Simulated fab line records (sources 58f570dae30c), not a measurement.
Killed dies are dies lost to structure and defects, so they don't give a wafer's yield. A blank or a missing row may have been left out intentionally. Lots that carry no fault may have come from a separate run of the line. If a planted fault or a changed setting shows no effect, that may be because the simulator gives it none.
What tool caused it? ; flow berkeley-cmos170 ; Sampling: 14 lots, 42 wafers, 4 of 331 route steps

WHAT THE GAUGES SHOWED, per wafer
UCB170_V2_THK_MEAS_04. Usual: V2_POLISHED_THK typically reads 999.2 nm, with standard deviation 1.3.
lot;measured;on;V2_POLISHED_THK (nm);flag
L679;day 6 19:12;film-metro-01;998.2 1000.7 999.7;
L680;day 7 12:11;film-metro-03;1000.3 999.5 998.1;
L681;day 7 12:29;film-metro-04;998.9 997.6 998.7;
L682;day 8 04:34;film-metro-03;1002.6 1000.8 1000.4;
L685;day 8 05:11;film-metro-03;996.2 996.6 996.5;
L686;day 8 12:09;film-metro-04;998.6 998.1 998.1;
L690;day 9 16:42;film-metro-01;998.8 997.9 998.3;
L693;day 10 14:44;film-metro-03;998.9 997.8 998.6;
L694;day 10 15:02;film-metro-04;1001.2 1001.9 998.9;
L695;day 11 01:45;film-metro-03;999.9 999.6 998.9;
L699;day 11 20:31;film-metro-03;1001.6 1000.2 998.9;
L700;day 12 06:14;film-metro-04;1000.2 1001.1 999.7;
L701;day 12 05:57;film-metro-03;999.3 1000.2 999.5;
L702;day 12 02:35;film-metro-01;1000.3 999.7 998.1;

UCB170_V2_CD_MEAS_12: target cd 700 nm. Usual: cd-nm 699.7 nm, standard deviation 1.1.
lot;measured;on;cd-nm (nm);flag
L679;day 6 20:35;cd-sem-01;701.0 700.3 701.0;
L680;day 7 13:20;cd-sem-02;701.1 701.1 702.1;
L681;day 7 13:58;cd-sem-01;700.1 699.1 698.9;
L682;day 8 05:49;cd-sem-02;698.8 699.8 699.6;
L685;day 8 06:34;cd-sem-02;699.1 701.8 698.2;
L686;day 8 13:26;cd-sem-01;699.1 700.0 701.2;
L690;day 9 18:16;cd-sem-02;701.1 698.5 699.6;
L693;day 10 15:49;cd-sem-02;698.8 698.5 699.8;
L694;day 10 16:22;cd-sem-02;699.0 699.6 700.9;
L695;day 11 05:55;cd-sem-02;699.6 700.2 700.0;
L699;day 11 21:44;cd-sem-02;700.2 699.8 699.3;
L700;day 12 07:50;cd-sem-01;700.6 700.2 700.4;
L701;day 12 07:24;cd-sem-01;698.8 699.6 698.2;
L702;day 12 04:25;cd-sem-01;697.7 698.7 698.8;

WHAT TOOL EACH LOT RAN ON (gives the tool, then ch and the chambers of the sampled wafers, and finally the start)
lot;UCB170_ZERO_ETCH_06;UCB170_M2_ETCH_17
L679;rie-diel-03 ch 0,1,3, day 1 16:59;rie-diel-02 ch 1,2,3, day 6 18:07
L680;rie-diel-01 ch 1,2,3, day 1 22:19;rie-diel-02 ch 1,2, day 7 11:05
L681;rie-diel-01 ch 0,1,3, day 2 02:08;rie-diel-01 ch 0,3, day 7 11:24
L682;rie-diel-01 ch 0,3, day 2 06:44;rie-diel-01 ch 1,2, day 8 03:26
L685;rie-diel-03 ch 0,1,2, day 2 23:07;rie-diel-01 ch 1,2, day 8 04:02
L686;rie-diel-01 ch 0,1,3, day 3 05:15;rie-diel-03 ch 0,2,3, day 8 10:58
L690;rie-diel-03 ch 0,2,3, day 4 01:19;rie-diel-01 ch 1,2,3, day 9 15:37
L693;rie-diel-03 ch 0,2,3, day 4 18:49;rie-diel-02 ch 0,2,3, day 10 13:39
L694;rie-diel-04 ch 0,1, day 4 22:04;rie-diel-03 ch 0,1, day 10 13:55
L695;rie-diel-01 ch 0,2,3, day 5 02:03;rie-diel-03 ch 0,2,3, day 11 00:31
L699;rie-diel-03 ch 0,1,2, day 5 22:19;rie-diel-03 ch 0,2, day 11 19:25
L700;rie-diel-01 ch 0,1,2, day 6 01:07;rie-diel-03 ch 2,3, day 12 04:59
L701;rie-diel-03 ch 1,2, day 6 07:33;rie-diel-01 ch 1,2,3, day 12 04:52
L702;rie-diel-03 ch 0,1,3, day 6 10:28;rie-diel-02 ch 1,2,3, day 12 01:25
- UCB170_ZERO_ETCH_06: etches SiO2 in CHF3/CF4/Ar, time 12 s.
- UCB170_M2_ETCH_17: etches BARC in N2/H2.

AS READ BY THE TOOLS THEMSELVES (means over the sampled wafers that have a number; for cases with no such wafer, the mark the record gives instead)
UCB170_ZERO_ETCH_06. Usual: drypump-motor-current-A 6.0 A, standard deviation 0.47; oes-product-au 0.613 a.u., standard deviation 0.011; throttle-valve-pct 9.26 %, standard deviation 0.14.
lot;tool;drypump-motor-current-A (A);oes-product-au (a.u.);throttle-valve-pct (%);flag
L679;rie-diel-03;6.1;0.611;9.24;
L680;rie-diel-01;5.9;0.620;9.21;
L681;rie-diel-01;6.1;0.611;9.35;
L682;rie-diel-01;6.0;0.605;9.38;
L685;rie-diel-03;6.4;0.607;9.32;
L686;rie-diel-01;6.1;0.612;9.34;
L690;rie-diel-03;6.3;0.607;9.27;
L693;rie-diel-03;6.3;0.611;9.28;
L694;rie-diel-04;6.1;0.603;9.14;
L695;rie-diel-01;5.8;0.617;9.25;
L699;rie-diel-03;6.4;0.603;9.33;
L700;rie-diel-01;5.6;0.624;9.25;
L701;rie-diel-03;6.3;0.605;9.36;
L702;rie-diel-03;6.1;0.612;9.24;

UCB170_M2_ETCH_17. Usual: drypump-motor-current-A 5.8 A, standard deviation 0.48; oes-product-au 1.00 a.u., standard deviation 0.031; throttle-valve-pct 13.39 %, standard deviation 0.22.
lot;tool;drypump-motor-current-A (A);oes-product-au (a.u.);throttle-valve-pct (%);flag
L679;rie-diel-02;5.5;1.02;13.15;
L680;rie-diel-02;5.4;1.03;12.93;
L681;rie-diel-01;6.0;0.97;13.50;
L682;rie-diel-01;5.4;1.04;13.25;
L685;rie-diel-01;5.4;1.04;13.24;
L686;rie-diel-03;6.3;0.99;13.40;
L690;rie-diel-01;5.9;1.03;13.37;
L693;rie-diel-02;5.6;1.02;13.35;
L694;rie-diel-03;6.1;0.96;13.52;
L695;rie-diel-03;6.3;0.99;13.41;
L699;rie-diel-03;6.7;0.97;13.46;
L700;rie-diel-03;6.0;1.00;13.35;
L701;rie-diel-01;5.9;1.02;13.37;
L702;rie-diel-02;5.5;1.02;13.16;

THE ANSWER, worked out from the rows above alone
Rule: a lot counts as off when the mean over its wafers that have a number is more than 3 standard deviations away from the usual mean. A lot without any number at a reading at which 4 lots or more have one is off too. Any other lot the step has rows for is counted as sound. Order of review: gauges by route order, followed by the tools' own readings, for which a lot's mean as printed above is used. The first step at which some lot is off is used, and at that step the reading that is off furthest; a lot without a number counts as furthest.
No lot is off at any reading shown: from this, nothing can be told.

WHAT THE SIMULATOR HAD INSERTED
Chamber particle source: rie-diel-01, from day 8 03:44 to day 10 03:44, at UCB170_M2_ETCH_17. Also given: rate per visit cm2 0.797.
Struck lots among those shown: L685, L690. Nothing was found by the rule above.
